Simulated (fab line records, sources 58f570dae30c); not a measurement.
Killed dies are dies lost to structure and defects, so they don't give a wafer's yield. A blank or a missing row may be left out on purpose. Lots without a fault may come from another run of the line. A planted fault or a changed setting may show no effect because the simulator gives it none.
fab line records | flow berkeley_cmos170
record lots=5 wafers=15 last_day=13
route steps=331 shown PWELL@44 WELLDRIVE@55 ACTIVE@60 PFIELD@79 M3@331
lots that met no fault: from a run of the same line without faults
start_h: hours from the record's first day to the start of the lot's first wafer shown | wait_h: hours since the lot's step before | " the same as in the row above | L1.1+2: a row that stands for several wafers | - no value, or no start given | * or withheld: withheld | < > ~ a bound
route shown NAME@n: a module of which the file shows steps, and the number in the route of the first | usual: mean/standard deviation of fault-free wafers | same: alike in all rows | chamber/n: place in a boat | sites: the reading at each site | _std_site: their standard deviation | _edge_site: outer sites' mean less inner sites' | radius_mm: how far each site lies from the wafer's centre | mask NAME#n: copy n | behind: the tool/chamber that last shaped the wafer | hold: why the lot was held/for how many hours/how that ended | device: the transistor (n, p or np) that didn't switch | end of line: the same wafers' tests at the end of the route | a step without rows: its recipe alone | killed: dies lost to structure and defects at the first sort, not the wafer's yield | map: a wafer's dies, x killed, . not, _ none there
set.NAME: the setting as run; set.NAME@STEP: as run at that earlier step | model.NAME: the simulator's own value behind a step, which no gauge read
lots at some steps of the route; a table a step, a row a wafer
services: from which hour (start_h, from the record's first day; less than 0 if before it) a tool's chamber was out of use, for how many hours, and why
## steps
# step UCB170_PWELL_EXPOSE_10
# recipe mask_id=PWELL target_cd_nm=3000 na=0.5 sigma_outer=0.6 source_shape=conventional dose_mj=19
# step UCB170_PWELL_PEB_11
# recipe peb_temp_c=130 peb_time_s=withheld resist=KrF
# step UCB170_PWELL_DEVELOP_12
# recipe developer=TMAH develop_time_s=45 resist=KrF dev_temp_c=21
# step UCB170_PWELL_OVL_MEAS_13
# usual PWELL_OVL=0/6.2
# columns lot.wafer tool chamber start_h wait_h PWELL_OVL[nm]
L685.4 overlay-01 - 61.96 - 12
L685.5 " - " " 12
L685.6 " - " " 6
L688.3 overlay-02 - 80.54 - 6
L688.4 " - " " 8
L688.5 " - " " 6
L691.1 overlay-01 - 91.30 - 6
L691.3 " - " " 10
L691.4 " - " " 5
L701.2 overlay-01 - 145.46 - -2
L701.4 " - " " -2
L701.6 " - " " 0
L707.1 overlay-01 - 190.27 - -5
L707.3 " - " " -11
L707.5 " - " " -6
# step UCB170_PWELL_ETCH_14
# recipe chemistry=CH3F/Ar/O2 target=Si3N4 stop_on=SiO2 CH3F_flow_sccm=20 Ar_flow_sccm=50 O2_flow_sccm=7 pressure_mtorr=50 rf_w=450 target_depth_a=2420 over_etch_frac=0.1 time_s=151
# usual drypump_motor_current_A=5.8/0.5 oes_product_au=0.937/0.012 throttle_valve_pct=8.07/0.09
# columns lot.wafer tool chamber start_h wait_h drypump_motor_current_A oes_product_au rf_hours_counter_h throttle_valve_pct
L685.4 rie_diel-04 1 61.98 0.0 6.3 0.924 111 8.17
L685.5 " 1 " " 6.4 0.924 - 8.17
L685.6 " 2 " " 5.7 0.930 - 8.07
L688.3 rie_diel-03 2 80.57 0.0 6.3 0.951 18 8.11
L688.4 " 1 " " 6.5 0.950 1 8.00
L688.5 " 1 " " 6.5 0.942 - 7.99
L691.1 rie_diel-03 1 91.33 0.0 6.5 0.939 2 7.99
L691.3 " 2 " " 6.3 0.957 19 8.09
L691.4 " 3 " " 5.6 0.944 - 7.98
L701.2 rie_diel-02 1 145.49 0.0 4.9 0.951 59 8.09
L701.4 " 2 " " 5.5 0.936 93 8.05
L701.6 " 2 " " 5.5 0.937 - 8.04
L707.1 rie_diel-02 3 190.31 0.0 5.9 0.937 16 8.16
L707.3 " 2 " " 5.4 0.923 95 8.04
L707.5 " 1 " " 4.9 0.941 - 8.07
# step UCB170_PWELL_IMPLANT_15
# recipe species=B dose_cm2=5e+12 energy_kev=60.73 tilt_deg=7
# step UCB170_PWELL_STRIP_16
# recipe chemistry=O2 power_w=400 pressure_mtorr=3500 platen_temp_c=withheld o2_flow_sccm=400 overash_fraction=0.5
# usual drypump_motor_current_A=5.64/0.23 oes_product_au=0.721/0.0047 strip_time_to_endpoint_s=18.14/0.09
# columns lot.wafer tool chamber start_h wait_h drypump_motor_current_A oes_product_au rf_hours_counter_h strip_time_to_endpoint_s
L685.4 plasma_asher-02 0 62.26 0.1 5.79 0.716 - 18.17
L685.5 " 0 " " 5.80 0.720 - 18.22
L685.6 " 1 " " 5.30 0.721 - 18.26
L688.3 plasma_asher-02 1 80.85 0.1 5.32 0.713 - 18.10
L688.4 " 0 " " 5.81 0.728 - 18.15
L688.5 " 1 " " 5.30 0.717 - 18.08
L691.1 plasma_asher-01 0 91.58 0.1 6.00 0.722 33 18.07
L691.3 " 0 " " 5.97 0.720 - 18.05
L691.4 " 1 " " 5.53 0.724 - 18.04
L701.2 plasma_asher-02 0 145.74 0.1 5.77 0.718 36 18.26
L701.4 " 1 " " 5.29 0.724 - 18.10
L701.6 " 0 " " 5.79 0.705 - 18.15
L707.1 plasma_asher-01 0 190.56 0.1 5.98 0.719 7 18.21
L707.3 " 0 " " 5.97 0.720 - 18.26
L707.5 " 0 " " 5.98 0.722 - 18.29
# step UCB170_PWELL_TW_MEAS_17
# usual PWELL_TW=380.5/1.8
# columns lot.wafer tool chamber start_h wait_h PWELL_TW
L685.4 film_metro-02 - 62.36 0.1 379.6
L685.5 " - " " 379.2
L685.6 " - " " 382.2
L688.3 film_metro-02 - 80.94 0.1 378.4
L688.4 " - " " 380.6
L688.5 " - " " 376.7
L691.1 film_metro-02 - 91.68 0.1 379.0
L691.3 " - " " 377.9
L691.4 " - " " 377.9
L701.2 film_metro-01 - 145.85 0.1 380.1
L701.4 " - " " 382.3
L701.6 " - " " 381.2
L707.1 film_metro-02 - 190.66 0.1 376.9
L707.3 " - " " 376.5
L707.5 " - " " 377.2
# step UCB170_PWELL_CLEAN_18
# recipe chemistry=SPM temp_c=120 time_s=600
# step UCB170_PWELL_WET_ETCH_19
# recipe chemistry=H3PO4 target=Si3N4 temp_c=160 time_s=14400
# step UCB170_PWELL_WET_ETCH_20
# recipe chemistry=BOE dilution=5:1 target=SiO2 temp_c=25 time_s=22
# step UCB170_WELLDRIVE_CLEAN_00
# recipe chemistry=SPM temp_c=120 time_s=600
# step UCB170_WELLDRIVE_OXIDATION_01
# recipe temp_c=1100 ambient=O2 target_thk_a=1990 ox_time_s=9000
# usual spike_tc_centre_C=1103.4/0.97
# columns lot.wafer tool chamber start_h wait_h spike_tc_centre_C
L685.4 furnace-04 0 72.52 5.8 1102.7
L685.5 " 0 " " 1104.6
L685.6 " 0 " " 1103.6
L688.3 furnace-02 0 88.90 3.5 1103.5
L688.4 " 0 " " 1105.3
L688.5 " 0 " " 1102.4
L691.1 furnace-02 0 101.09 4.0 1103.7
L691.3 " 0 " " 1103.2
L691.4 " 0 " " 1102.0
L701.2 furnace-04 0 156.15 5.9 1102.8
L701.4 " 0 " " 1103.5
L701.6 " 0 " " 1102.9
L707.1 furnace-02 0 198.93 2.9 1104.1
L707.3 " 0 " " 1102.0
L707.5 " 0 " " 1104.3
# step UCB170_WELLDRIVE_THK_MEAS_02
# recipe reads=SiO2_of_WELLDRIVE_OXIDATION_01
# usual WELLDRIVE_OXIDE_THK=198/3.4
# columns lot.wafer tool chamber start_h wait_h WELLDRIVE_OXIDE_THK[nm]
L685.4 film_metro-04 - 76.05 0.0 197
L685.5 " - " " 203
L685.6 " - " " 200
L688.3 film_metro-03 - 92.42 0.0 194
L688.4 " - " " 200
L688.5 " - " " 198
L691.1 film_metro-01 - 104.59 0.0 199
L691.3 " - " " 197
L691.4 " - " " 195
L701.2 film_metro-03 - 159.66 0.0 197
L701.4 " - " " 199
L701.6 " - " " 198
L707.1 film_metro-04 - 202.43 0.0 199
L707.3 " - " " 195
L707.5 " - " " 199
# step UCB170_WELLDRIVE_ANNEAL_03
# recipe temp_c=1100 time_s=900 ambient=N2
# step UCB170_WELLDRIVE_WET_ETCH_04
# recipe chemistry=BOE dilution=5:1 target=SiO2 temp_c=25 time_s=120
# step UCB170_ACTIVE_CLEAN_00
# recipe chemistry=SPM temp_c=120 time_s=600
# step UCB170_ACTIVE_CLEAN_01
# recipe chemistry=dHF dilution=25:1 time_s=60
# step UCB170_ACTIVE_OXIDATION_02
# recipe temp_c=1000 ambient=O2 target_thk_a=264 ox_time_s=1260
# step UCB170_ACTIVE_THK_MEAS_03
# recipe reads=SiO2_of_ACTIVE_OXIDATION_02
# usual ACTIVE_OXIDE_THK=26.4/0.48
# columns lot.wafer tool chamber start_h wait_h ACTIVE_OXIDE_THK[nm]
L685.4 film_metro-03 - 88.93 0.0 26.7
L685.5 " - " " 26.6
L685.6 " - " " 26.4
L688.3 film_metro-03 - 105.96 0.0 26.2
L688.4 " - " " 25.7
L688.5 " - " " 25.5
L691.1 film_metro-02 - 116.49 0.0 27.4
L691.3 " - " " 27.1
L691.4 " - " " 27.1
L701.2 film_metro-02 - 172.00 0.0 26.2
L701.4 " - " " 26.1
L701.6 " - " " 25.9
L707.1 film_metro-03 - 214.50 0.0 26.3
L707.3 " - " " 26.6
L707.5 " - " " 26.4
# step UCB170_ACTIVE_ANNEAL_04
# recipe temp_c=1000 time_s=900 ambient=N2
# step UCB170_ACTIVE_CVD_05
# recipe material=Si3N4 target_thk_nm=220 temp_c=800 precursor=SiH2Cl2/NH3 time_s=3300 pressure_mtorr=200 sih2cl2_flow_sccm=25 nh3_flow_sccm=75
# step UCB170_ACTIVE_THK_MEAS_06
# recipe reads=Si3N4_of_ACTIVE_CVD_05
# usual ACTIVE_NITRIDE_THK=221.1/2
# columns lot.wafer tool chamber start_h wait_h ACTIVE_NITRIDE_THK[nm]
L685.4 film_metro-02 - 97.15 0.0 220.6
L685.5 " - " " 222.2
L685.6 " - " " 221.4
L688.3 film_metro-04 - 114.79 0.0 218.7
L688.4 " - " " 218.6
L688.5 " - " " 220.6
L691.1 film_metro-04 - 123.10 0.0 220.0
L691.3 " - " " 219.8
L691.4 " - " " 220.3
L701.2 film_metro-03 - 182.17 0.1 222.3
L701.4 " - " " 223.0
L701.6 " - " " 222.9
L707.1 film_metro-03 - 222.53 0.0 220.2
L707.3 " - " " 218.8
L707.5 " - " " 222.5
# step UCB170_ACTIVE_HMDS_07
# recipe prime_time_s=60 prime_temp_c=100
# step UCB170_ACTIVE_COAT_08
# recipe resist=KrF spin_rpm=1500 resist_thk_nm=900
# step UCB170_ACTIVE_SOFTBAKE_09
# recipe resist=KrF temp_c=130 time_s=62.2
# usual plate_sensor_t_centre_C=131.41/0.01 plate_sensor_t_edge_C=131.53/0.01
# columns lot.wafer tool chamber start_h wait_h plate_sensor_t_centre_C plate_sensor_t_edge_C
L685.4 litho_track-04 0 97.73 0.1 131.4 131.53
L685.5 " 0 " " 131.4 131.52
L685.6 " 0 " " 131.42 131.54
L688.3 litho_track-03 0 115.18 0.1 131.4 131.53
L688.4 " 0 " " 131.4 131.54
L688.5 " 0 " " 131.41 131.53
L691.1 litho_track-03 0 123.46 0.1 131.41 131.52
L691.3 " 0 " " 131.4 131.51
L691.4 " 0 " " 131.44 131.54
L701.2 litho_track-02 0 182.66 0.1 131.4 131.53
L701.4 " 0 " " 131.42 131.53
L701.6 " 0 " " 131.4 131.53
L707.1 litho_track-03 0 222.89 0.1 131.41 131.53
L707.3 " 0 " " 131.4 131.54
L707.5 " 0 " " 131.41 131.53
# step UCB170_ACTIVE_EXPOSE_10
# recipe mask_id=ACTIVE target_cd_nm=1200 na=0.5 sigma_outer=0.6 source_shape=conventional dose_mj=20
# step UCB170_ACTIVE_PEB_11
# recipe peb_temp_c=130 peb_time_s=withheld resist=KrF
# step UCB170_ACTIVE_DEVELOP_12
# recipe developer=TMAH develop_time_s=45 resist=KrF dev_temp_c=21
# step UCB170_ACTIVE_CD_MEAS_13
# recipe target_cd_nm=1200
# usual cd_nm=1200.3/1.4
# columns lot.wafer tool chamber start_h wait_h cd_nm
L685.4 cd_sem-02 - 98.38 - 1201.3
L685.5 " - " " 1200.8
L685.6 " - " " 1201.8
L688.3 cd_sem-01 - 115.95 - 1200.8
L688.4 " - " " 1199.0
L688.5 " - " " 1200.8
L691.1 cd_sem-01 - 124.25 - 1200.0
L691.3 " - " " 1199.1
L691.4 " - " " 1199.8
L701.2 cd_sem-02 - 183.37 - 1202.3
L701.4 " - " " 1200.5
L701.6 " - " " 1201.7
L707.1 cd_sem-02 - 224.10 - 1202.3
L707.3 " - " " 1202.8
L707.5 " - " " 1201.7
# step UCB170_ACTIVE_OVL_MEAS_14
# usual ACTIVE_OVL=-2/4.4
# columns lot.wafer tool chamber start_h wait_h ACTIVE_OVL[nm]
L685.4 overlay-01 - 98.46 0.1 -6
L685.5 " - " " 3
L685.6 " - " " -1
L688.3 overlay-02 - 116.04 0.1 -11
L688.4 " - " " -5
L688.5 " - " " -8
L691.1 overlay-01 - 124.37 0.1 3
L691.3 " - " " 2
L691.4 " - " " 5
L701.2 overlay-01 - 183.47 0.1 -9
L701.4 " - " " -10
L701.6 " - " " -4
L707.1 overlay-02 - 224.22 0.1 -8
L707.3 " - " " -9
L707.5 " - " " -10
# step UCB170_ACTIVE_ETCH_15
# recipe chemistry=CH3F/Ar/O2 target=Si3N4 stop_on=SiO2 CH3F_flow_sccm=20 Ar_flow_sccm=50 O2_flow_sccm=7 pressure_mtorr=50 rf_w=450 target_depth_a=2420 over_etch_frac=0.1 time_s=151
# usual drypump_motor_current_A=5.8/0.43 oes_product_au=0.948/0.012 throttle_valve_pct=8.03/0.098
# columns lot.wafer tool chamber start_h wait_h drypump_motor_current_A oes_product_au rf_hours_counter_h throttle_valve_pct
L685.4 rie_diel-04 3 98.47 0.0 5.6 0.928 41 7.91
L685.5 " 0 " " 5.0 0.958 - 8.14
L685.6 " 1 " " 6.4 0.931 - 8.18
L688.3 rie_diel-01 1 116.07 0.0 5.6 0.954 93 7.91
L688.4 " 1 " " 5.6 0.960 - 7.91
L688.5 " 2 " " 5.9 0.946 - 8.22
L691.1 rie_diel-03 3 124.40 0.0 5.6 0.948 117 7.96
L691.3 " 1 " " 6.5 0.945 3 8.00
L691.4 " 2 " " 6.2 0.957 21 8.09
L701.2 rie_diel-01 1 183.50 0.0 5.6 0.956 96 7.90
L701.4 " 1 " " 5.6 0.967 - 7.91
L701.6 " 3 " " 4.8 0.963 - 8.10
L707.1 rie_diel-01 1 224.26 0.0 5.6 0.963 98 7.90
L707.3 " 3 " " 4.7 0.953 2 8.10
L707.5 " 2 " " 5.9 0.956 - 8.21
# step UCB170_ACTIVE_STRIP_16
# recipe chemistry=O2 power_w=400 pressure_mtorr=3500 platen_temp_c=withheld o2_flow_sccm=400 overash_fraction=0.5
# usual drypump_motor_current_A=5.7/0.32 oes_product_au=0.721/0.0043 strip_time_to_endpoint_s=18.10/0.085
# columns lot.wafer tool chamber start_h wait_h drypump_motor_current_A oes_product_au rf_hours_counter_h strip_time_to_endpoint_s
L685.4 plasma_asher-02 0 98.61 0.1 5.7 0.728 - 18.11
L685.5 " 0 " " 5.8 0.725 - 18.21
L685.6 " 1 " " 5.3 0.724 - 18.13
L688.3 plasma_asher-02 1 116.20 0.1 5.3 0.718 - 18.02
L688.4 " 0 " " 5.8 0.730 - 18.03
L688.5 " 1 " " 5.3 0.714 - 18.18
L691.1 plasma_asher-01 1 124.50 0.1 5.5 0.720 1 18.08
L691.3 " 1 " " 5.5 0.715 - 18.20
L691.4 " 0 " " 6.0 0.725 - 18.17
L701.2 plasma_asher-02 0 183.61 0.1 5.8 0.720 40 18.05
L701.4 " 1 " " 5.3 0.722 - 18.02
L701.6 " 1 " " 5.3 0.724 - 18.22
L707.1 plasma_asher-04 1 224.36 0.1 5.9 0.725 48 18.04
L707.3 " 0 " " 6.3 0.723 - 18.18
L707.5 " 1 " " 5.9 0.722 - 18.18
# step UCB170_ACTIVE_CD_MEAS_90
# recipe target_cd_nm=1200
# usual cd_nm=1200.3/1.4
# columns lot.wafer tool chamber start_h wait_h cd_nm
L685.4 cd_sem-01 - 98.73 0.1 1201.8
L685.5 " - " " 1200.7
L685.6 " - " " 1201.7
L688.3 cd_sem-01 - 116.31 0.1 1200.7
L688.4 " - " " 1199.0
L688.5 " - " " 1201.2
L691.1 cd_sem-01 - 124.60 0.1 1200.2
L691.3 " - " " 1199.0
L691.4 " - " " 1199.8
L701.2 cd_sem-02 - 183.73 0.1 1201.6
L701.4 " - " " 1200.6
L701.6 " - " " 1201.5
L707.1 cd_sem-01 - 224.46 0.1 1202.9
L707.3 " - " " 1202.4
L707.5 " - " " 1201.9
# step UCB170_ACTIVE_CLEAN_17
# recipe chemistry=SPM temp_c=120 time_s=600
# step UCB170_PFIELD_HMDS_00
# recipe prime_time_s=60 prime_temp_c=100
# step UCB170_PFIELD_COAT_01
# recipe resist=KrF spin_rpm=1500 resist_thk_nm=900
# step UCB170_PFIELD_SOFTBAKE_02
# recipe resist=KrF temp_c=130 time_s=60
# step UCB170_PFIELD_EXPOSE_03
# recipe mask_id=PFIELD na=0.5 sigma_outer=0.6 source_shape=conventional target_cd_nm=1500 dose_mj=30
# step UCB170_PFIELD_PEB_04
# recipe peb_temp_c=130 peb_time_s=withheld resist=KrF
# step UCB170_PFIELD_DEVELOP_05
# recipe developer=TMAH develop_time_s=45 resist=KrF dev_temp_c=21
# step UCB170_PFIELD_OVL_MEAS_06
# usual PFIELD_OVL=1/5.8
# columns lot.wafer tool chamber start_h wait_h PFIELD_OVL[nm]
L685.4 overlay-01 - 99.87 - -2
L685.5 " - " " 3
L685.6 " - " " -11
L688.3 overlay-01 - 118.70 - 1
L688.4 " - " " 0
L688.5 " - " " -1
L691.1 overlay-02 - 125.86 - -10
L691.3 " - " " -6
L691.4 " - " " -5
L701.2 overlay-01 - 184.97 - 7
L701.4 " - " " -1
L701.6 " - " " 2
L707.1 overlay-01 - 226.22 - 5
L707.3 " - " " 2
L707.5 " - " " 8
# step UCB170_M3_PROBE_99
# columns lot.wafer tool chamber start_h wait_h model.etest.diode_nwell_sub.leak_log10_a_cm2 model.etest.diode_nplus_pwell.leak_log10_a_cm2 model.etest.contact_diode_array.leak_log10_a model.etest.diode_nplus_comb.leak_log10_a_cm2 model.etest.diode_pplus_nwell.leak_log10_a_cm2 model.etest.select_edge_diode_n.leak_log10_a model.etest.diode_pplus_comb.leak_log10_a_cm2 model.etest.nmos_0p35.gate_bv_v
L685.4 prober-02 - 211.22 0.2 -7.365 -7.856 -11.54 -7.515 -7.358 -12.05 -7.194 8.636
L685.5 prober-02 - 211.27 0.2 -7.354 -7.533 -11.29 -7.592 -7.641 -12.07 -7.318 8.491
L685.6 prober-02 - 211.32 0.2 -7.354 -7.695 -11.44 -7.429 -7.355 -11.98 -7.351 8.503
L688.3 prober-01 - 221.33 0.2 -7.463 -7.663 -11.46 -7.393 -7.564 -12.15 -7.312 8.518
L688.4 prober-01 - 221.38 0.2 -7.622 -8.048 -11.65 -7.34 -7.139 -11.99 -7.358 8.511
L688.5 prober-01 - 221.43 0.2 -7.198 -7.787 -11.51 -7.648 -7.259 -12.05 -7.13 8.536
L691.1 prober-01 - 229.00 0.1 -7.409 -7.624 -11.43 -7.414 -7.539 -12.07 -7.645 8.71
L691.3 prober-01 - 229.10 0.2 -7.371 -7.659 -11.46 -7.533 -7.373 -12.13 -7.362 8.588
L691.4 prober-01 - 229.15 0.2 -7.6 -7.548 -11.38 -7.435 -7.508 -11.95 -7.325 8.583
L701.2 prober-02 - 280.94 0.1 -5.956 -6.419 -10.39 -6.543 -6.977 -11.36 -6.776 8.294
L701.4 prober-02 - 281.04 0.2 -6.183 -6.992 -10.87 -6.764 -6.869 -11.53 -6.872 8.168
L701.6 prober-02 - 281.14 0.2 -6.15 -6.746 -10.58 -6.899 -6.713 -11.68 -6.84 8.245
L707.1 prober-01 - 323.59 0.1 -7.712 -7.688 -11.59 -7.606 -7.042 -12.15 -7.316 8.441
L707.3 prober-01 - 323.69 0.2 -7.281 -7.822 -11.59 -7.702 -7.123 -12.36 -7.5 8.565
L707.5 prober-01 - 323.79 0.2 -7.69 -7.49 -11.42 -7.436 -7.391 -12.05 -7.489 8.439
# killed by level:class
L685.4 GATE:geometric_particle:short=1 CONTACT:geometric_particle:open=1
L685.5 GATE:geometric_particle:open=2 SCREENOX:geometric_particle:short=1 SPACER:geometric_particle:open=1
L685.6 PWELL:geometric_particle:short=1 WELLDRIVE:geometric_particle:open=1 ACTIVE:geometric_particle:open=1 GATE:geometric_particle:short=1 M1:geometric_particle:short=1
L688.4 WELLDRIVE:geometric_particle:short=1 GATE:geometric_particle:open=1 SPACER:geometric_particle:short=1
L688.5 START:geometric_particle:open=1 SACOX:geometric_particle:short=1 GATE:geometric_particle:short=1 SILICIDE:geometric_particle:short=1 M1:geometric_particle:short=1
L691.1 GATE:geometric_particle:open=1
L691.3 M2:geometric_particle:short=1 M2:geometric_particle:open=1
L691.4 FIELD:geometric_particle:open=1 GATE:geometric_particle:short=1 SILICIDE:geometric_particle:short=1
L707.1 SPACER:geometric_particle:short=1 CONTACT:geometric_particle:short=1 M1:geometric_particle:short=1
L707.3 SPACER:geometric_particle:short=1 V1:geometric_particle:short=1
L707.5 GATE:geometric_particle:open=1 SILICIDE:geometric_particle:short=1 ACTIVE:area_etch=1
## services
# columns tool chamber start_h hours kind
rie_diel-04 0 39.64 7.2 repair
plasma_asher-02 - 42.07 1.7 repair
plasma_asher-01 - 51.23 8.4 repair
plasma_asher-04 - 57.62 0.4 repair
rie_diel-01 - 62.63 0.7 repair
rie_diel-04 3 62.69 4.4 repair
furnace-04 - 68.39 4.1 pm
rie_diel-03 0 86.74 10.0 repair
plasma_asher-04 - 87.68 1.1 repair
rie_diel-01 1 95.64 16.7 repair
plasma_asher-01 - 108.75 9.0 pm
plasma_asher-01 0 108.75 9.0 vent_cycle
rie_diel-01 3 110.92 7.8 repair
rie_diel-03 2 114.24 1.7 repair
furnace-02 - 130.45 3.1 pm
rie_diel-01 3 138.92 3.2 repair
plasma_asher-04 - 139.59 10.4 pm
rie_diel-01 2 146.41 5.2 repair
rie_diel-01 2 153.20 9.3 repair
furnace-04 - 159.65 3.7 pm
rie_diel-01 2 183.14 1.9 repair
rie_diel-03 0 198.74 2.9 repair
furnace-02 - 206.14 2.9 repair
rie_diel-04 2 222.04 20.2 repair
## key
first_sign none at tools or gauges
model_effect step=UCB170_M3_PROBE_99 value=etest.diode_nwell_sub.leak_log10_a_cm2 without=-7.252 struck=-6.096
met_at UCB170_WELLDRIVE_OXIDATION_01
struck_wafers L701.2,L701.4,L701.6
sort_left_out L701.2,L701.4,L701.6
tester_left_out L701
onset_between 72.52 156.15
also_fits UCB170_PWELL_STRIP_16:plasma_asher-02,UCB170_ACTIVE_SOFTBAKE_09:litho_track-02,UCB170_ACTIVE_STRIP_16:plasma_asher-02
fault kind=metallic_contamination_source tool=furnace-04 chamber=- onset_h=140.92 steps=UCB170_WELLDRIVE_OXIDATION_01 rate_cm2_per_visit=6e+12 species=metal_fe_cm2
# tester_left_out: of these lots the tester's yield and bins aren't shown, on N5 and GAA mostly nor the transistor test; their killed dies are dies lost to structure and defects alone, not to doping, threshold or leakage, so they don't give the yield
# sort_left_out: the simulated sort isn't trusted on such a fault, so these wafers' sort isn't shown, and their yield isn't known
